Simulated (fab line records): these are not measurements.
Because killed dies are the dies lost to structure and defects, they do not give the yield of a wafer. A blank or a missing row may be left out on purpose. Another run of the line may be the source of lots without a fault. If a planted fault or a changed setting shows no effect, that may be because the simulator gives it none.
Tool commonality check ; flow ritCmos ; 30 wafers sampled across 10 lots

== WHY IT WAS OPENED ==
Of 10 lots, 1 have the reading SPACER_NITRIDE_THK flagged at RIT_SPACER_THK_MEAS_04. No-fault wafers: 250.1 nm, standard deviation 2.5.
Rule: flag the lot when none of its wafers has a number, or when each of its wafers that has one lies beyond 4 standard deviations from that mean. As for the other lots, they are considered sound.

lot;measured;on;SPACER_NITRIDE_THK (nm), wafer by wafer;flag
L734;day 2 21:32;filmMetro-01;250.8 249.4 250.1;
L735;day 3 03:27;filmMetro-02;251.0 251.8 250.2;
L743;day 4 20:04;filmMetro-02;246.5 247.6 248.1;
L744;day 5 00:05;filmMetro-04;420.0 421.0 419.3;FLAGGED
L746;day 5 08:45;filmMetro-04;247.3 246.5 248.5;
L747;day 5 16:02;filmMetro-01;249.7 251.1 247.5;
L748;day 5 19:37;filmMetro-02;249.5 247.0 250.4;
L749;day 6 00:27;filmMetro-01;249.1 249.1 248.7;
L755;day 7 06:51;filmMetro-04;251.2 252.5 249.4;
L756;day 7 17:23;filmMetro-04;249.5 247.9 249.5;
On average the flagged lots' numbers are 420.1 nm, which is +170.0 nm against the usual, or +68 standard deviations.

== WHICH TOOL RAN EACH LOT ==
The record keeps 1 process step preceding the reading, out of 202 steps on the route. Cell contents, in order: the tool; ch with the chambers the sampled wafers went through; the start.
lot;flag;RIT_SPACER_CVD_03
L734;;lpcvd-01 ch 0, day 2 19:37
L735;;lpcvd-02 ch 0, day 3 01:32
L743;;lpcvd-02 ch 1, day 4 18:08
L744;FLAGGED;lpcvd-01 ch 0, day 4 22:11
L746;;lpcvd-02 ch 0, day 5 06:50
L747;;lpcvd-02 ch 0, day 5 14:07
L748;;lpcvd-02 ch 1, day 5 17:41
L749;;lpcvd-01 ch 1, day 5 22:32
L755;;lpcvd-02 ch 1, day 7 04:56
L756;;lpcvd-02 ch 0, day 7 15:28
These steps, and what they do:
- RIT_SPACER_CVD_03: deposits Si3N4 from SiH2Cl2/NH3, target thk 250 nm, time 3300 s.
- RIT_SPACER_THK_MEAS_04

== FLAGGED AGAINST TOTAL, ONE TOOL AT A TIME (gauges that did the reading follow at the end) ==
step;tool;lots run;flagged;share of the flagged lots;sound lots run after its first flagged lot
RIT_SPACER_CVD_03;lpcvd-01;3;1;all;1 (L749)
RIT_SPACER_CVD_03;lpcvd-02;7;0;none;-
RIT_SPACER_THK_MEAS_04;filmMetro-01;3;0;none;-
RIT_SPACER_THK_MEAS_04;filmMetro-02;3;0;none;-
RIT_SPACER_THK_MEAS_04;filmMetro-04;4;1;all;3 (L746,L755,L756)

== WHAT THE TABLE PERMITS ==
Every flagged lot went through 2 rows of the table: lpcvd-01 at RIT_SPACER_CVD_03 and filmMetro-04 at RIT_SPACER_THK_MEAS_04.
- lpcvd-01 at RIT_SPACER_CVD_03 ran 3 lots, 1 of them flagged. Sound lots followed the first flagged one (L749) on it, something a lasting fault affecting the whole tool could not allow. Its own readings lie more than 4 standard deviations out on every wafer of the flagged lots: spikeTcCentreC, spikeTcLoadC, spikeTcSourceC, susceptorTempC, zonePowerSourcePct.
- filmMetro-04 at RIT_SPACER_THK_MEAS_04 ran 4 lots, 1 of them flagged. Sound lots followed the first flagged one (L746, L755, L756) on it, something a lasting fault affecting the whole tool could not allow.
There is no row in the table that ran each flagged lot and no sound lot after the first.

== WHAT THE SIMULATOR PUT IN ==
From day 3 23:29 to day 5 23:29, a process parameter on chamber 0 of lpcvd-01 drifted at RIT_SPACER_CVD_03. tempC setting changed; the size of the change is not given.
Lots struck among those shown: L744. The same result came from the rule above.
